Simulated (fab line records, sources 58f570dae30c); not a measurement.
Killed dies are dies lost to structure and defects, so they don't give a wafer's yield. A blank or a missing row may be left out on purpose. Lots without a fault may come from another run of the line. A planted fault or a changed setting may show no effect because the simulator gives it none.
Split-lot experiment | flow berkeley_cmos170 | 5 lots, 23 wafers read, on a route of 331 steps

THE SPLIT
At UCB170_NSD_IMPLANT_08, the setting dose_cm2 was moved away from the recipe's 3e+15 on 6 of the 23 wafers read, by -4.7% to -2.8%. The other wafers ran this setting at the recipe's value.

FROM THE SPLIT TO THE READING: what the file shows between them, 3 steps
- UCB170_NSD_STRIP_09: strips in O2
- UCB170_NSD_CLEAN_11: cleans in SPM, time 600 s
- UCB170_SDANNEAL_RTA_01: time 5 s

THE READING
NSD_RS, in ohm/sq, at UCB170_SDANNEAL_RS_MEAS_03 (measures by four-point-probe). Fault-free wafers of this fab line usually give 37.23 ohm/sq, standard deviation 0.085 ohm/sq.

wafer  | tool, chamber at the split | dose_cm2 as run | against the recipe | NSD_RS, ohm/sq | against lot-mates on the recipe
L079.1 | implanter-01, 0            | 2.915e+15       | -2.8%              | 37.63          | +0.51
L079.2 | implanter-01, 0            | 3e+15           | recipe             | 37.15          | -
L079.3 | implanter-01, 0            | 2.915e+15       | -2.8%              | 37.52          | +0.40
L079.5 | implanter-01, 0            | 3e+15           | recipe             | 37.10          | -
L079.6 | implanter-01, 0            | 2.915e+15       | -2.8%              | 37.66          | +0.53
L076.1 | implanter-02, 0            | 3e+15           | recipe             | 37.34          | -
L076.2 | implanter-02, 0            | 3e+15           | recipe             | 37.36          | -
L076.4 | implanter-02, 0            | 2.858e+15       | -4.7%              | 38.24          | +0.89
L076.5 | implanter-02, 0            | 2.858e+15       | -4.7%              | 38.21          | +0.86
L076.6 | implanter-02, 0            | 2.858e+15       | -4.7%              | 38.05          | +0.70
L078.1 | implanter-01, 0            | 3e+15           | recipe             | 37.31          | -
L078.2 | implanter-01, 0            | 3e+15           | recipe             | 37.37          | -
L078.3 | implanter-01, 0            | 3e+15           | recipe             | 37.26          | -
L078.5 | implanter-01, 0            | 3e+15           | recipe             | 37.33          | -
L078.6 | implanter-01, 0            | 3e+15           | recipe             | 37.44          | -
L077.1 | implanter-04, 0            | 3e+15           | recipe             | 37.14          | -
L077.2 | implanter-04, 0            | 3e+15           | recipe             | 37.22          | -
L077.3 | implanter-04, 0            | 3e+15           | recipe             | 37.30          | -
L077.4 | implanter-04, 0            | 3e+15           | recipe             | 37.15          | -
L077.6 | implanter-04, 0            | 3e+15           | recipe             | 37.24          | -
L084.2 | implanter-02, 0            | 3e+15           | recipe             | 37.18          | -
L084.3 | implanter-02, 0            | 3e+15           | recipe             | 37.32          | -
L084.4 | implanter-02, 0            | 3e+15           | recipe             | 37.27          | -

THE FIT
A straight line over all 23 wafers: NSD_RS changes by -0.175 ohm/sq for each +1% of dose_cm2; r = -0.94; the points scatter about the line by 0.11 ohm/sq.
The same after taking each lot's own level away (the mean of its wafers on the recipe; 23 wafers): -0.172 ohm/sq for each +1%; r = -0.98; scatter 0.061 ohm/sq.
On that fit, the largest move of dose_cm2 shifts the reading by 0.81 ohm/sq.
The lots' own levels span 37.125 to 37.350 ohm/sq, that is 2.6 times the standard deviation above.
So the lot-to-lot level changes the slope little: the two slopes agree.
Check: with one of the wafers moved furthest among these (-4.7%) left out of the fit, the line predicts +0.787 ohm/sq for it against its lot-mates. It came out at +0.89 ohm/sq against them.

OTHER SPLITS ON THESE WAFERS
These wafers also went through other splits before the reading. Each is held against what the fit with the lots' levels taken away leaves over:
other split on the same wafers      | wafers away from the commonest value | r with NSD_RS (lot level and that fit taken away)
UCB170_ZERO_COAT_01 spin_rpm        | 4                                    | +0.19
UCB170_NWELL_OXIDATION_01 ox_time_s | 15                                   | +0.03
UCB170_PWELL_CVD_05 pressure_mtorr  | 15                                   | -0.04
UCB170_ACTIVE_CVD_05 time_s         | 15                                   | -0.02
UCB170_FIELD_OXIDATION_01 ox_time_s | 18                                   | -0.03
UCB170_NLDD_IMPLANT_09 dose_cm2     | 5                                    | +0.06
UCB170_PSD_IMPLANT_08 energy_kev    | 5                                    | +0.01

THE WHOLE CHAIN: every reading that the file lists as answering this split, in the file's order
step                       | what it does                 | reading                  | change (the file's fit)              | r (the file's)
UCB170_NSD_STRIP_09        | strips in O2                 | strip_time_to_endpoint_s | withheld for each +1% of the setting | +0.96
UCB170_SDANNEAL_RS_MEAS_03 | measures by four-point-probe | NSD_RS                   | -0.172 for each +1% of the setting   | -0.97

THE FILE'S OWN FIT
NSD_RS changes by -0.172 ohm/sq for each +1% of dose_cm2, r = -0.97.
